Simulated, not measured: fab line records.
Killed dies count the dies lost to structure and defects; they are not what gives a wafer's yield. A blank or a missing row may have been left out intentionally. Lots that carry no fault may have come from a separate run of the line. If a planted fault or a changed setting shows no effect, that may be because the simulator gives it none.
A lot that was struck, set against a sound lot / flow berkeley_cmos170 / 43 steps out of a route of 331
Sound: the wafers L923.1, L923.2, L923.6. The struck wafers were L911.1, L911.3, L911.5. At the end, the cause is stated.
Each step with rows lists, per side, the tool, then ch with its chambers, then its first start. Under that, the readings that differ: sound wafers / struck wafers / difference of the means / sigmas: that difference in standard deviations of wafers without a fault.
alike: words and numbers the same on both sides, and readings whose means are apart by under 2 such deviations; not compared: readings that were withheld, readings missing a value for some wafer, numbers with overlapping values and no deviation given by the record, and bounds like >300 which may hide the same value.
The two part at a step that has a row with sigmas, a row that says differs or no value, or rows on one side only. When numbers do not overlap yet have no deviation, they are printed without sigmas and do not part them. Lack of a reading on every wafer of one side parts them only where that side has two or more wafers.

UCB170_NVT_TW_MEAS_09:
  sound on film_metro-02, day 9 17:21; struck on film_metro-03, day 7 09:16
  alike: NVT_TW
then, 7 steps without rows for these wafers: UCB170_NVT_CLEAN_10 (cleans in SPM, time 600 s); UCB170_PVT_HMDS_00 (prime time 60 s); UCB170_PVT_COAT_01 (resist thk 900 nm); UCB170_PVT_SOFTBAKE_02 (time 60 s); UCB170_PVT_EXPOSE_03 (exposes mask NWELL, target cd 3000 nm); UCB170_PVT_PEB_04; UCB170_PVT_DEVELOP_05 (develop time 45 s).
UCB170_PVT_OVL_MEAS_06:
  sound on overlay-02, day 9 18:26; struck on overlay-01, day 7 10:29
  alike: PVT_OVL
after that, 1 step had no rows for these wafers: UCB170_PVT_IMPLANT_07.
UCB170_PVT_STRIP_08: strips in O2.
  sound on plasma_asher-02 ch 0,1, day 9 18:37; struck on plasma_asher-04 ch 0,1, day 7 10:41
reading=strip_time_to_endpoint_s (s); sound=21.51 21.55 21.52; struck=21.68 21.67 21.64; difference=+0.14; sigmas=+2
  alike: drypump_motor_current_A, oes_product_au
  not compared: rf_hours_counter_h
UCB170_PVT_TW_MEAS_09:
  sound on film_metro-03, day 9 18:43; struck on film_metro-01, day 7 10:47
reading=PVT_TW; sound=502 501 499; struck=514 512 510; difference=+11; sigmas=+3
UCB170_GATE_WET_ETCH_00: etches SiO2 in dHF, time 200 s.
  sound on wet_bench-02 ch 3, day 9 18:46; struck on wet_bench-01 ch 3, day 7 10:50
UCB170_FIELD_THK_MEAS_91:
  sound on film_metro-01, day 9 18:50; struck on film_metro-03, day 7 10:54
reading=FIELD_OXIDE_LEFT_2_THK (nm); sound=334 327 336; struck=352 357 352; difference=+21; sigmas=+2
then, 1 step without rows for these wafers: UCB170_GATE_OXIDATION_01 (target thk 6.6 nm, ox time 1800 s).
UCB170_GATE_THK_MEAS_02:
  sound on film_metro-04, day 10 01:45; struck on film_metro-01, day 7 16:07
  alike: GATE_OXIDE_THK
then, 2 steps without rows for these wafers: UCB170_GATE_ANNEAL_03 (time 1800 s); UCB170_GATE_CVD_04 (deposits poly-Si from SiH4, time 1440 s, target thk 214 nm).
UCB170_GATE_THK_MEAS_05:
  sound on film_metro-01, day 10 05:10; struck on film_metro-01, day 7 21:46
  alike: GATE_POLY_THK
then, 6 steps without rows for these wafers: UCB170_GATE_COAT_06; UCB170_GATE_COAT_07 (resist thk 900 nm); UCB170_GATE_SOFTBAKE_08 (time 60 s); UCB170_GATE_EXPOSE_09 (exposes mask POLY, target cd 350 nm); UCB170_GATE_PEB_10; UCB170_GATE_DEVELOP_11 (develop time 45 s).
UCB170_GATE_CD_MEAS_12: target cd 350 nm.
  sound on cd_sem-01, day 10 06:45; struck on cd_sem-02, day 7 23:10
  alike: cd_nm
UCB170_GATE_OVL_MEAS_13:
  sound on overlay-02, day 10 06:52; struck on overlay-01, day 7 23:17
  alike: GATE_OVL
UCB170_GATE_ETCH_14: etches BARC in N2/H2.
  sound on rie_diel-01 ch 1,2,3, day 10 06:54; struck on rie_diel-01 ch 0,2, day 7 23:19
  alike: bias_w, drypump_motor_current_A, oes_product_au, throttle_valve_pct
UCB170_GATE_ETCH_15: etches poly-Si in HBr/Cl2, stops on SiO2, time 56.3 s, target depth 278.2 nm.
  sound on rie_si-02 ch 1,2,3, day 10 06:56; struck on rie_si-02 ch 0,2,3, day 7 23:21
  alike: bias_w, drypump_motor_current_A, oes_product_au, throttle_valve_pct
  not compared: rf_hours_counter_h
UCB170_GATE_STRIP_16: strips in O2.
  sound on plasma_asher-01 ch 0,1, day 10 06:59; struck on plasma_asher-02 ch 0,1, day 7 23:24
  alike: drypump_motor_current_A, oes_product_au
  not compared: rf_hours_counter_h
UCB170_GATE_CD_MEAS_90: target cd 350 nm.
  sound on cd_sem-01, day 10 07:28; struck on cd_sem-02, day 7 23:30
  alike: cd_nm
then, 7 steps without rows for these wafers: UCB170_GATE_CLEAN_17 (cleans in SPM, time 600 s); UCB170_PLDD_HMDS_00 (prime time 60 s); UCB170_PLDD_COAT_01 (resist thk 900 nm); UCB170_PLDD_SOFTBAKE_02 (time 60 s); UCB170_PLDD_EXPOSE_03 (exposes mask PSELECT, target cd 1200 nm); UCB170_PLDD_PEB_04; UCB170_PLDD_DEVELOP_05 (develop time 45 s).
UCB170_PLDD_CD_MEAS_06: target cd 1200 nm.
  sound on cd_sem-02, day 10 09:12; struck on cd_sem-02, day 8 00:56
reading=cd_nm (nm); sound=1202.4 1199.8 1202.6; struck=1198.9 1200.2 1196.9; difference=-2.9; sigmas=-2
UCB170_PLDD_OVL_MEAS_07:
  sound on overlay-02, day 10 09:19; struck on overlay-01, day 8 01:04
  alike: PLDD_OVL
then, 2 steps without rows for these wafers: UCB170_PLDD_IMPLANT_08; UCB170_PLDD_IMPLANT_09.
UCB170_M3_PROBE_99:
  the record has rows for the struck wafers here (prober-02, day 9 13:40) and none for the sound ones

== WHERE THEY PART ==
Earliest at UCB170_PVT_STRIP_08; latest, in this record, at UCB170_M3_PROBE_99.

WHY: what had been put in by the simulator
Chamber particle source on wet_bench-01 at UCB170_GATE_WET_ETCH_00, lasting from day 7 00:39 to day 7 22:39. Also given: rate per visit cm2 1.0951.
